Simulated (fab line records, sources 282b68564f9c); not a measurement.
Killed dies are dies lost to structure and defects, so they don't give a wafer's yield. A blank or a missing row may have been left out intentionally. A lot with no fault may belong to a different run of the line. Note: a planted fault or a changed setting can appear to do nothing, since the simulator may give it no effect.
Which tool was responsible? / flow ritCmos / 14 lots with 42 wafers sampled at 2 steps, on a route of 202 steps

## WHAT THE GAUGES SHOWED, per wafer
RIT_ACTIVE_THK_MEAS_04.
lot=L652; measured=day 1 13:39; on=filmMetro-03; ACTIVE_NITRIDE_THK (nm)=152.5 152.4 153.6
lot=L653; measured=day 1 18:44; on=filmMetro-04; ACTIVE_NITRIDE_THK (nm)=149.4 150.7 149.5
lot=L654; measured=day 2 00:30; on=filmMetro-04; ACTIVE_NITRIDE_THK (nm)=150.1 149.9 150.8
lot=L658; measured=day 2 21:31; on=filmMetro-03; ACTIVE_NITRIDE_THK (nm)=151.9 151.3 151.6
lot=L659; measured=day 3 01:21; on=filmMetro-03; ACTIVE_NITRIDE_THK (nm)=148.0 148.8 148.6
lot=L660; measured=day 3 05:38; on=filmMetro-03; ACTIVE_NITRIDE_THK (nm)=149.9 149.8 151.0
lot=L661; measured=day 3 11:51; on=filmMetro-03; ACTIVE_NITRIDE_THK (nm)=151.5 151.6 151.7
lot=L663; measured=day 3 20:32; on=filmMetro-04; ACTIVE_NITRIDE_THK (nm)=148.1 148.8 150.5
lot=L665; measured=day 4 08:19; on=filmMetro-03; ACTIVE_NITRIDE_THK (nm)=153.0 153.1 152.7
lot=L666; measured=day 4 11:32; on=filmMetro-04; ACTIVE_NITRIDE_THK (nm)=149.4 149.5 148.3
lot=L667; measured=day 4 17:52; on=filmMetro-02; ACTIVE_NITRIDE_THK (nm)=149.8 150.9 149.8
lot=L668; measured=day 4 22:07; on=filmMetro-02; ACTIVE_NITRIDE_THK (nm)=117.0 117.1 116.5
lot=L669; measured=day 5 02:46; on=filmMetro-03; ACTIVE_NITRIDE_THK (nm)=116.2 114.6 114.5
lot=L674; measured=day 6 06:06; on=filmMetro-02; ACTIVE_NITRIDE_THK (nm)=151.4 150.8 150.4

## EACH LOT AND THE TOOL THAT RAN IT (in order: tool; ch and the chambers of the sampled wafers; start)
lot=L652; RIT_ACTIVE_CVD_03=lpcvd-01 ch 1, day 1 12:13
lot=L653; RIT_ACTIVE_CVD_03=lpcvd-01 ch 0, day 1 17:19
lot=L654; RIT_ACTIVE_CVD_03=lpcvd-01 ch 0, day 1 23:05
lot=L658; RIT_ACTIVE_CVD_03=lpcvd-02 ch 0, day 2 20:05
lot=L659; RIT_ACTIVE_CVD_03=lpcvd-01 ch 1, day 2 23:56
lot=L660; RIT_ACTIVE_CVD_03=lpcvd-01 ch 0, day 3 04:14
lot=L661; RIT_ACTIVE_CVD_03=lpcvd-01 ch 1, day 3 10:25
lot=L663; RIT_ACTIVE_CVD_03=lpcvd-01 ch 0, day 3 19:07
lot=L665; RIT_ACTIVE_CVD_03=lpcvd-02 ch 0, day 4 06:53
lot=L666; RIT_ACTIVE_CVD_03=lpcvd-02 ch 0, day 4 10:07
lot=L667; RIT_ACTIVE_CVD_03=lpcvd-01 ch 0, day 4 16:27
lot=L668; RIT_ACTIVE_CVD_03=lpcvd-02 ch 0, day 4 20:41
lot=L669; RIT_ACTIVE_CVD_03=lpcvd-02 ch 0, day 5 01:20
lot=L674; RIT_ACTIVE_CVD_03=lpcvd-01 ch 0, day 6 04:40
- RIT_ACTIVE_CVD_03: deposits Si3N4 from SiH2Cl2/NH3, target thk 150 nm, time 1500 s.

## AS READ BY THE TOOLS THEMSELVES (means over the sampled wafers that have a number; for cases with no such wafer, the mark the record gives instead)
RIT_ACTIVE_CVD_03.
lot=L652; tool=lpcvd-01; zonePowerLoadPct (%)=18.6
lot=L653; tool=lpcvd-01; zonePowerLoadPct (%)=21.6
lot=L654; tool=lpcvd-01; zonePowerLoadPct (%)=21.5
lot=L658; tool=lpcvd-02; zonePowerLoadPct (%)=21.7
lot=L659; tool=lpcvd-01; zonePowerLoadPct (%)=18.6
lot=L660; tool=lpcvd-01; zonePowerLoadPct (%)=21.4
lot=L661; tool=lpcvd-01; zonePowerLoadPct (%)=18.6
lot=L663; tool=lpcvd-01; zonePowerLoadPct (%)=21.4
lot=L665; tool=lpcvd-02; zonePowerLoadPct (%)=21.9
lot=L666; tool=lpcvd-02; zonePowerLoadPct (%)=22.1
lot=L667; tool=lpcvd-01; zonePowerLoadPct (%)=21.5
lot=L668; tool=lpcvd-02; zonePowerLoadPct (%)=22.0
lot=L669; tool=lpcvd-02; zonePowerLoadPct (%)=22.0
lot=L674; tool=lpcvd-01; zonePowerLoadPct (%)=21.4

## THE ANSWER, worked out from the rows above alone
Rule: the lots themselves supply what counts as usual. The widest of any qualifying gaps counts: lots, ordered by their means at a reading, are off when they make up no more than a third of the lots, leave a main group of 4 or more, and stand apart from it by 3 or more times the standard deviation of that group's means. Not used: any main group whose means are identical at the precision the tables above print for the reading. A lot without any number at a reading at which 4 lots or more have one is off too. Any other lot the step has rows for is counted as sound. First the gauges in route order, then the tools' own readings, where a lot's mean is used as printed above. At the first step where some lot is off, the reading lying furthest off is the one used; lots without a number count as furthest.
Off: L668, L669, seen at RIT_ACTIVE_THK_MEAS_04 (ACTIVE_NITRIDE_THK). Main group: mean 150.6 nm, sd 1.4.
A tool fits if, at a process step before that reading, it ran every lot that is off, and no sound lot after the first of them. Gauges at RIT_ACTIVE_THK_MEAS_04: tried the same way as those tools. One candidate fits, namely lpcvd-02 at RIT_ACTIVE_CVD_03. Its last sound lot is L666 (day 4 10:07), its first lot that is off L668 (day 4 20:41): a fault that began between those two fits.

## WHAT WAS PUT IN BY THE SIMULATOR
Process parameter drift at RIT_ACTIVE_CVD_03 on lpcvd-02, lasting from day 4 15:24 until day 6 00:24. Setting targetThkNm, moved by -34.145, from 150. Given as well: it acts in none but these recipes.
Struck lots among those shown: L668, L669. The rule above reached the same finding.
